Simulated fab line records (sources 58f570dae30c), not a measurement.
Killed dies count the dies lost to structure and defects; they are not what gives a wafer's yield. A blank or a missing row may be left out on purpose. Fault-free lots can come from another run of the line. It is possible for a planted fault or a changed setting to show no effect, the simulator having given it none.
The tool behind it: which one?    flow berkeley_cmos170    15 lots, 45 wafers sampled, at 3 steps of a route of 331

WHAT EACH GAUGE READ, for each wafer
UCB170_NLDD_CD_MEAS_06: target cd 1200 nm.
lot   measured      on         cd_nm (nm)
L902  day 7 13:55   cd_sem-02  1197.7 1198.1 1199.1
L903  day 7 14:41   cd_sem-02  1200.2 1199.9 1198.9
L906  day 8 05:09   cd_sem-02  1200.7 1200.7 1200.6
L904  day 8 05:41   cd_sem-01  1197.5 1198.1 1198.5
L910  day 9 03:31   cd_sem-02  1200.5 1198.5 1198.8
L908  day 9 03:48   cd_sem-01  1200.5 1199.7 1200.1
L911  day 9 09:22   cd_sem-02  1197.6 1197.4 1197.2
L913  day 9 09:37   cd_sem-01  1198.9 1199.8 1199.9
L912  day 9 10:02   cd_sem-02  1200.8 1201.3 1200.2
L914  day 10 10:56  cd_sem-01  1203.9 1202.9 1202.3
L915  day 10 11:07  cd_sem-01  1201.7 1200.9 1200.9
L918  day 11 00:43  cd_sem-02  1199.2 1197.9 1201.0
L920  day 11 10:26  cd_sem-02  1200.9 1200.0 1198.8
L923  day 12 01:44  cd_sem-02  1201.1 1199.4 1198.8
L921  day 12 02:54  cd_sem-01  1198.8 1199.2 1199.2

UCB170_SPACER_THK_MEAS_01.
lot   measured      on             SPACER_TEOS_THK (nm)
L902  day 7 14:45   film_metro-03  374 378 379
L903  day 7 17:26   film_metro-04  372 380 376
L906  day 8 07:11   film_metro-02  382 386 382
L904  day 8 07:11   film_metro-03  367 379 382
L910  day 9 04:22   film_metro-04  361 371 375
L908  day 9 04:39   film_metro-04  382 370 384
L911  day 9 10:11   film_metro-02  379 381 384
L913  day 9 10:27   film_metro-03  378 386 379
L912  day 9 10:51   film_metro-03  370 377 381
L914  day 10 11:45  film_metro-04  373 379 372
L915  day 10 11:56  film_metro-04  376 376 380
L918  day 11 01:34  film_metro-02  380 384 380
L920  day 11 11:17  film_metro-04  373 372 375
L923  day 12 02:35  film_metro-04  372 369 379
L921  day 12 03:44  film_metro-04  374 373 381

TOOL THAT RAN EACH LOT (tool first, then ch and the chambers of the sampled wafers, then the start)
lot   UCB170_GATE_STRIP_16
L902  plasma_asher-02 ch 0,1, day 7 08:37
L903  plasma_asher-04 ch 0,1, day 7 08:52
L906  plasma_asher-01 ch 0,1, day 8 00:19
L904  plasma_asher-04 ch 0,1, day 8 00:29
L910  plasma_asher-01 ch 0,1, day 8 23:47
L908  plasma_asher-04 ch 0,1, day 9 00:13
L911  plasma_asher-01 ch 0,1, day 9 06:01
L913  plasma_asher-02 ch 0,1, day 9 06:16
L912  plasma_asher-04 ch 0,1, day 9 06:25
L914  plasma_asher-04 ch 0,1, day 10 06:42
L915  plasma_asher-01 ch 0,1, day 10 06:59
L918  plasma_asher-04 ch 0,1, day 10 20:26
L920  plasma_asher-04 ch 0,1, day 11 07:15
L923  plasma_asher-04 ch 0,1, day 11 22:20
L921  plasma_asher-04 ch 0,1, day 11 22:37
- UCB170_GATE_STRIP_16: strips in O2.

AS READ BY THE TOOLS THEMSELVES (means over the sampled wafers that have a number; for cases with no such wafer, the mark the record gives instead)
UCB170_GATE_STRIP_16.
lot   tool             drypump_motor_current_A (A)  oes_product_au (a.u.)
L902  plasma_asher-02  5.0                          0.720
L903  plasma_asher-04  6.6                          0.720
L906  plasma_asher-01  5.2                          0.733
L904  plasma_asher-04  6.6                          0.724
L910  plasma_asher-01  5.2                          0.725
L908  plasma_asher-04  6.6                          0.722
L911  plasma_asher-01  5.2                          0.725
L913  plasma_asher-02  5.4                          0.723
L912  plasma_asher-04  6.6                          0.728
L914  plasma_asher-04  6.6                          0.723
L915  plasma_asher-01  5.3                          0.730
L918  plasma_asher-04  6.5                          0.724
L920  plasma_asher-04  6.6                          0.724
L923  plasma_asher-04  6.6                          0.724
L921  plasma_asher-04  6.6                          0.725

THE ANSWER, worked out from the rows above alone
Rule: the usual values come from the lots themselves. Put in order of their means at a reading, lots are off if they are a third of the lots or fewer, leave a main group of 4 or more, and stand apart from it by a gap of 3 or more times the standard deviation of the main group's means; of several such gaps the widest counts. If all means in a main group match to the digits the tables above print for the reading, that group is not used. Also off: a lot with no number at a reading for which 4 or more lots have one. All remaining lots with rows at the step are treated as sound. First the gauges in route order, then the tools' own readings, where a lot's mean is used as printed above. At the first step where some lot is off, the reading lying furthest off is the one used; lots without a number count as furthest.
Nothing can be told from this: no lot is off at any reading shown.

WHAT WAS PUT IN BY THE SIMULATOR
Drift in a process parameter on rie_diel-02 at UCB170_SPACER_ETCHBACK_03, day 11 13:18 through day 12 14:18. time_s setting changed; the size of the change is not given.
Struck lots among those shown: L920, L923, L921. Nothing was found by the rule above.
